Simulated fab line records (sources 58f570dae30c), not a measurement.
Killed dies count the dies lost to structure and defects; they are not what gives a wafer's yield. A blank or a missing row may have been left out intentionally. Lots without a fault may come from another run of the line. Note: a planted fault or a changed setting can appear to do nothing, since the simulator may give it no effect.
A single fault, viewed from 2 desks ; flow berkeley cmos170 ; every desk sees just its own numbers, and what lay behind them comes last

== THE METROLOGY DESK ==
What the gauges read for every lot (on any tool): the sampled wafers with a number, averaged. Marked OUT: a lot whose mean sits more than 4 standard deviations from the usual mean, which makes it out of limits; the brackets give that distance.
Columns: A = ACTIVE_OVL at UCB170_ACTIVE_OVL_MEAS_14, usual 1 nm; B = GATE_POLY_THK at UCB170_GATE_THK_MEAS_05, usual 215.5 nm; C = cd nm at UCB170_PSD_CD_MEAS_06, usual 1199.4 nm
lot;first seen here;A;B;C
L416;day 4 12:19;4;218.0;1200.1
L417;day 5 04:32;4;216.6;1197.7
L418;day 5 15:14;2;215.8;1199.1
L420;day 5 20:41;6;214.9;1198.3
L421;day 6 01:56;7;211.8;1199.0
L422;day 6 10:56;-1;213.1;1196.9
L424;day 6 11:11;-7;214.4;1201.2
L423;day 6 11:25;3;215.3;1201.4
L426;day 6 18:33;6;215.1;1200.5
L425;day 6 18:53;2;215.8;1197.6
L432;day 8 17:26;5;220.5;1200.1
L434;day 9 05:00;1;213.5;1202.5
L436;day 9 05:06;-4;214.7;1199.4
L439;day 9 16:08;-6;214.5;1199.3
This desk found nothing out of limits on any of the 14 lots.

== DESK OF THE TOOL OWNER: implanter-03 ==
The tool's own readings at UCB170_NLDD_IMPLANT_09, given as means over the sampled wafers that have a number, one for each lot that went through this tool. Marked OUT: a lot whose mean sits more than 4 standard deviations from the usual mean, which makes it out of limits; the brackets give that distance.
Columns: A = beam energy keV at UCB170_NLDD_IMPLANT_09, usual 29.998; B = end station pressure torr at UCB170_NLDD_IMPLANT_09, usual 5.12e-06 Torr
lot;first seen here;A;B
L421;day 8 15:23;30.000;5.30e-06
L426;day 9 11:29;30.009;5.24e-06
L432;day 10 21:48;31.040 (+99 or more) OUT;4.98e-06
L434;day 11 13:42;31.049 (+99 or more) OUT;4.89e-06
This desk finds L432, L434 out of limits, L432 being first, at day 10 21:48 (beam energy keV at UCB170_NLDD_IMPLANT_09). L421, L426 stayed within limits.

== PUT TOGETHER ==
An alarm could have come from the tool owner's desk at day 10 21:48, on L432, L434.
The metrology desk saw nothing out of limits.
The metrology desk holds a record of L432, L434, inside its limits.
All the named lots went through UCB170_NLDD_IMPLANT_09 on implanter-03.

== WHAT HAD BEEN PUT IN BY THE SIMULATOR ==
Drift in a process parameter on implanter-03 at UCB170_NLDD_IMPLANT_09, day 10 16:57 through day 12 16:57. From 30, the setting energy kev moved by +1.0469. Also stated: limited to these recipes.
Lots struck among those shown: L432, L434.
Time in hours from fault onset to the first out-of-limits reading at each desk: the tool owner's desk, 5.
